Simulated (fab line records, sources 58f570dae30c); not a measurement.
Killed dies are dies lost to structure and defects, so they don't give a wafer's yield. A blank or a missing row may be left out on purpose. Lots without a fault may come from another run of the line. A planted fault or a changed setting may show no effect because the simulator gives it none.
Problem report in the 8D (eight disciplines) form, filled by code | flow berkeley_cmos170 | the parts of the form that need people (team, actions taken, sign-off) are left out

1. THE PROBLEM
run_length_s at UCB170_SPACER_ETCHBACK_03 reads a mean of 111.3 s on 9 wafers of 3 lots; wafers without a fault read 128.3 s with a standard deviation of 0.53. That is -32 standard deviations from the usual mean.
The step: etches SiO2 in CHF3/CF4/Ar, stops on Si, target depth 376 nm, time 100 s.
First seen on wafer L914.1, day 10 22:49, on rie_diel-04. The record holds 45 wafers of 15 lots with a number at this step. Rule for "out", or "out of limits": more than 4 standard deviations from the usual mean. The other wafers with a number count as sound.

2. WHAT IT IS AND WHAT IT IS NOT
question                    | is                           | is not
which readings at this step | run_length_s, oes_product_au | CHF3_flow_sccm, drypump_motor_current_A, throttle_valve_pct
which lots                  | L914, L915, L919             | L900, L901, L902, L903, L905, L907, L908, L909, L911, L920, L921, L922
which wafers of those lots  | all that have a number       | -
read on which tools         | rie_diel-04                  | rie_diel-02, rie_diel-03
when                        | from day 10 22:49            | up to then (27 sound wafers); but 9 sound wafers of L920, L921, L922 came after

3. SUSPECTS, AND WHAT RULES EACH OUT
Counting: a tool at a process step up to the reading stays a suspect if it ran every lot that is out and no sound lot after the first of them.
- rie_diel-04 at UCB170_SPACER_ETCHBACK_03 (etches SiO2 in CHF3/CF4/Ar, stops on Si, target depth 376 nm, time 100 s): kept. It ran every lot that is out, first L914 (day 10 22:49), and no sound lot after that; its last sound lot up to then is L911 (day 9 15:55). Its own readings are out on those wafers: oes_product_au, run_length_s.
Left after counting: rie_diel-04 at UCB170_SPACER_ETCHBACK_03.

4. THE CAUSE (what the simulator had put in)
Process parameter drift: rie_diel-04, from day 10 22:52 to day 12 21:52, at UCB170_SPACER_ETCHBACK_03. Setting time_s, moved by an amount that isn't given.
Counting left only this tool.

5. THE CHAIN OF EFFECTS, in route order
Each row: a reading whose mean over the struck wafers that have a number lies more than 3 standard deviations from the usual. Only readings for which the record gives a usual standard deviation are gone through. hours: the time from each lot's start at the first step in this table that gives one to its start at this step, as a median over the lots. sigmas: the change in usual standard deviations.
hours | step                      | reading        | usual      | on struck wafers | change | sigmas
0     | UCB170_SPACER_ETCHBACK_03 | oes_product_au | 0.904 a.u. | 0.995            | +0.091 | +6.1
0     | UCB170_SPACER_ETCHBACK_03 | run_length_s   | 128.3 s    | 111.3            | -17.0  | -32
The process steps in it:
- UCB170_SPACER_ETCHBACK_03: etches SiO2 in CHF3/CF4/Ar, stops on Si, target depth 376 nm, time 100 s.
Readings that are blank on the struck wafers while sound wafers have them: rf_fwd_power_W at UCB170_SPACER_ETCHBACK_03.

6. WHAT WOULD HAVE CAUGHT IT SOONER
In this record the first reading out of limits was taken at day 10 22:49.
